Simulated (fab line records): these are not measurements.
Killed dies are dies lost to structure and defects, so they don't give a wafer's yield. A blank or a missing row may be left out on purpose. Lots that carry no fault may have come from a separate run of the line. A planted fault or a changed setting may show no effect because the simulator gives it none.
Which of the tools did it? | flow berkeley cmos170 | 42 wafers from 14 lots sampled at 2 of the route's 331 steps

WHAT THE GAUGES READ, wafer by wafer
UCB170_CONTACT_THK_MEAS_02. Usual: for CONTACT_PSG_THK the level is 705 nm and the standard deviation is 5.9.
lot  | measured     | on            | CONTACT_PSG_THK (nm) | flag
L599 | day 8 22:20  | film metro-03 | 700 704 700          |
L598 | day 8 22:38  | film metro-02 | 716 707 711          |
L603 | day 9 00:07  | film metro-03 | 699 704 707          |
L597 | day 9 00:25  | film metro-03 | 691 699 700          |
L600 | day 9 01:57  | film metro-02 | 698 709 705          |
L601 | day 9 01:53  | film metro-04 | 705 701 698          |
L602 | day 9 01:55  | film metro-03 | 700 702 703          |
L604 | day 9 13:02  | film metro-04 | 699 698 698          |
L605 | day 9 18:46  | film metro-04 | 704 705 702          |
L607 | day 9 19:55  | film metro-03 | 616 617 617          | OFF
L610 | day 10 11:44 | film metro-02 | 605 607 605          | OFF
L612 | day 11 16:16 | film metro-03 | 610 613 610          | OFF
L614 | day 11 17:36 | film metro-04 | 708 707 702          |
L613 | day 11 18:07 | film metro-04 | 606 613 612          | OFF

WHAT TOOL EACH LOT RAN ON (gives the tool, then ch and the chambers of the sampled wafers, and finally the start)
lot  | UCB170_CONTACT_CVD_01
L599 | lpcvd-01 ch 0, day 8 20:32
L598 | lpcvd-02 ch 1, day 8 20:51
L603 | lpcvd-01 ch 0, day 8 22:20
L597 | lpcvd-02 ch 0, day 8 22:38
L600 | lpcvd-01 ch 1, day 9 00:07
L601 | lpcvd-01 ch 1, day 9 00:07
L602 | lpcvd-01 ch 1, day 9 00:07
L604 | lpcvd-02 ch 1, day 9 11:14
L605 | lpcvd-02 ch 0, day 9 16:58
L607 | lpcvd-01 ch 1, day 9 17:15
L610 | lpcvd-01 ch 1, day 10 09:58
L612 | lpcvd-01 ch 1, day 11 14:29
L614 | lpcvd-02 ch 1, day 11 14:56
L613 | lpcvd-01 ch 0, day 11 16:16
- UCB170_CONTACT_CVD_01: deposits PSG from SiH4/O2/PH3, target thk 700 nm, time 2820 s.

WHAT THE TOOLS THEMSELVES READ (means of the sampled wafers that have a number; where no wafer has one, the mark that the record gives instead)
UCB170_CONTACT_CVD_01. Usual: sih4 flow sccm 60.02 sccm, standard deviation 0.19.
lot  | tool     | sih4 flow sccm (sccm) | flag
L599 | lpcvd-01 | 59.88                 |
L598 | lpcvd-02 | 59.91                 |
L603 | lpcvd-01 | 60.07                 |
L597 | lpcvd-02 | 60.04                 |
L600 | lpcvd-01 | 60.30                 |
L601 | lpcvd-01 | 59.93                 |
L602 | lpcvd-01 | 60.00                 |
L604 | lpcvd-02 | 59.99                 |
L605 | lpcvd-02 | 60.07                 |
L607 | lpcvd-01 | 60.15                 |
L610 | lpcvd-01 | 59.62                 |
L612 | lpcvd-01 | 60.11                 |
L614 | lpcvd-02 | 59.89                 |
L613 | lpcvd-01 | 60.12                 |

THE ANSWER, worked out from the rows above alone
Rule: take the mean of a lot's wafers that have a number; if it is more than 3 standard deviations from the usual mean, the lot is off. A lot without any number at a reading at which 4 lots or more have one is off too. The other lots that the step has rows for count as sound. After the gauges, taken in route order, come the tools' own readings; for these a lot's mean is taken, as printed above. The first step at which some lot is off is used, and at that step the reading that is off furthest; a lot without a number counts as furthest.
Off: L607, L610, L612, L613, seen at UCB170_CONTACT_THK_MEAS_02 (CONTACT_PSG_THK).
If a tool, at a process step before that reading, ran all the lots that are off and no sound lot after the first of them, it fits. Gauges at UCB170_CONTACT_THK_MEAS_02: tried the same way as those tools. One fits: UCB170_CONTACT_CVD_01 on lpcvd-01. Its last sound lot is L600 (day 9 00:07), its first lot that is off L607 (day 9 17:15): a fault that began between those two fits.

WHAT HAD BEEN PUT IN BY THE SIMULATOR
Site profile drift: lpcvd-01, from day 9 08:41 on, at UCB170_CONTACT_CVD_01. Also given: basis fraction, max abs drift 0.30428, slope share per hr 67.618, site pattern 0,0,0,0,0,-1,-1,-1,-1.
Shown lots that were struck: L607, L610, L612, L613. The rule above reached the same finding.
